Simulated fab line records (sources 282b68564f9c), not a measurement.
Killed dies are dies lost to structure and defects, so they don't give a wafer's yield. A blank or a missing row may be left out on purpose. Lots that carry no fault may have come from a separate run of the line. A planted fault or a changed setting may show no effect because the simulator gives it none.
Struck lot and sound lot, side by side -- flow rit-cmos -- 23 steps out of a route of 202
Sound: these wafers, L346.2, L346.3, L346.4. Wafers L356.2, L356.3, L356.5 were the ones struck. The cause comes at the end.
Per side, at each step with rows, come the tool, then ch with its chambers, and then its first start. Under that, the readings that differ: sound wafers -- struck wafers -- difference of the means -- sigmas: that difference in standard deviations of wafers without a fault.
alike: same words and numbers on both sides, and readings whose means sit less than 2 such deviations apart. not compared: any withheld reading, any reading some wafer has no value for, any bound like >300 that may hide the same value, and any number with overlapping values for which the record gives no deviation.
A row with sigmas, a row that says differs or no value, or rows on one side alone: a step with any of these is where the two part. Non-overlapping numbers with no deviation appear without sigmas and do not part them. A reading that every wafer of one side lacks parts them only if that side has two wafers or more.

first, 5 steps without rows for these wafers: RIT_GATE_WET_ETCH_00 (etches SiO2 in BOE, target depth 56 nm, time 60 s); RIT_GATE_CLEAN_01 (cleans in SC1, time 600 s); RIT_GATE_CLEAN_02 (cleans in dHF, time 30 s); RIT_GATE_CLEAN_03 (cleans in SC2, time 600 s); RIT_GATE_CLEAN_04 (cleans in dHF, time 60 s).
RIT_FOX2_THK_MEAS_91:
  sound: film-metro-01 at day 2 20:50; struck: film-metro-02 at day 4 22:24
  alike: FIELD_OXIDE_LEFT_2_THK
then, 2 steps without rows for these wafers: RIT_GATE_OXIDATION_05 (target thk 3 nm, ox time 270 s); RIT_GATE_ANNEAL_06 (time 600 s).
RIT_GATE_THK_MEAS_07:
  sound: film-metro-03 at day 2 23:32; struck: film-metro-03 at day 5 01:47
  alike: GATE_OXIDE_THK
then, 1 step without rows for these wafers: RIT_GATE_CVD_08 (deposits poly-Si from SiH4, target thk 250 nm, time 2220 s).
RIT_GATE_THK_MEAS_09:
  sound: film-metro-03 at day 3 01:13; struck: film-metro-01 at day 5 03:28
  alike: GATE_POLY_THK
then, 1 step without rows for these wafers: RIT_GATE_HMDS_10 (prime time 60 s).
RIT_GATE_COAT_11: resist thk 850 nm.
  sound on litho-track-01 ch 0, day 3 01:26; struck on litho-track-04 ch 0, day 5 03:41
reading,sound,struck,difference,sigmas
model.NOVOLAK_of_GATE_COAT_11.thk-nm (nm),849.3 849.6 849.4,996.9 998.1 995.3,+147.3,
then, 4 steps without rows for these wafers: RIT_GATE_SOFTBAKE_12 (time 60 s); RIT_GATE_EXPOSE_13 (exposes mask M6, target cd 150 nm); RIT_GATE_PEB_14; RIT_GATE_DEVELOP_15 (develop time 50 s).
RIT_GATE_CD_MEAS_16 targets a cd of 150 nm.
  sound: cd-sem-02 at day 3 02:08; struck: cd-sem-02 at day 5 04:30
reading,sound,struck,difference,sigmas
cd-nm (nm),154.6 153.7 154.1,177.4 177.5 177.1,+23.2,+9
RIT_GATE_OVL_MEAS_17:
  sound: overlay-02 at day 3 02:14; struck: overlay-02 at day 5 04:37
  alike: GATE_OVL
then, 1 step without rows for these wafers: RIT_GATE_HARDBAKE_18 (time 60 s).
RIT_GATE_ETCH_19: etches poly-Si in SF6/CHF3/O2, stops on SiO2, time 158.5 s, target depth 312.5 nm.
  sound on rie-si-02 ch 0,2, day 3 02:25; struck on rie-si-02 ch 0,1,3, day 5 04:47
reading,sound,struck,difference,sigmas
model.NOVOLAK_of_GATE_COAT_11.thk-nm (nm),673.9 672.8 673.9,801.2 802.8 801.5,+128.3,
model.GATE.cd-nm (nm),154.7 153.8 153.9,177.8 177.7 177,+23.4,
  alike: drypump-motor-current-A, oes-product-au, rf-fwd-power-W, throttle-valve-pct
  not compared: rf-hours-counter-h
RIT_GATE_STRIP_20: strips in O2, time 180 s.
  sound on plasma-asher-04 ch 0,1, day 3 02:32; struck on plasma-asher-04 ch 0, day 5 04:54
  alike: drypump-motor-current-A
  not compared: rf-hours-counter-h
RIT_M1_PROBE_99:
  sound: prober-01 at day 3 23:11; struck: prober-01 at day 6 01:15
  no value came back on the struck wafers for any of 8 readings (model.etest.pmos_0p15.r-on-ohm-um, model.etest.pmos-turned.r-on-ohm-um and others); on the sound wafers model.etest.pmos_0p15.r-on-ohm-um reads 2802 2866 2851
reading,sound,struck,difference,sigmas
killed-at-front-end,8 8 9,91 96 93,+85,+25
killed-dies,8 8 9,91 96 93,+85,+25
killed-on-rim,3 3 2,51 53 53,+50,+35
  alike: killed-open, killed-short

== WHERE THEY PART ==
At RIT_GATE_CD_MEAS_16 first; at RIT_M1_PROBE_99 last (within this record only).

WHY: the cause the simulator had injected
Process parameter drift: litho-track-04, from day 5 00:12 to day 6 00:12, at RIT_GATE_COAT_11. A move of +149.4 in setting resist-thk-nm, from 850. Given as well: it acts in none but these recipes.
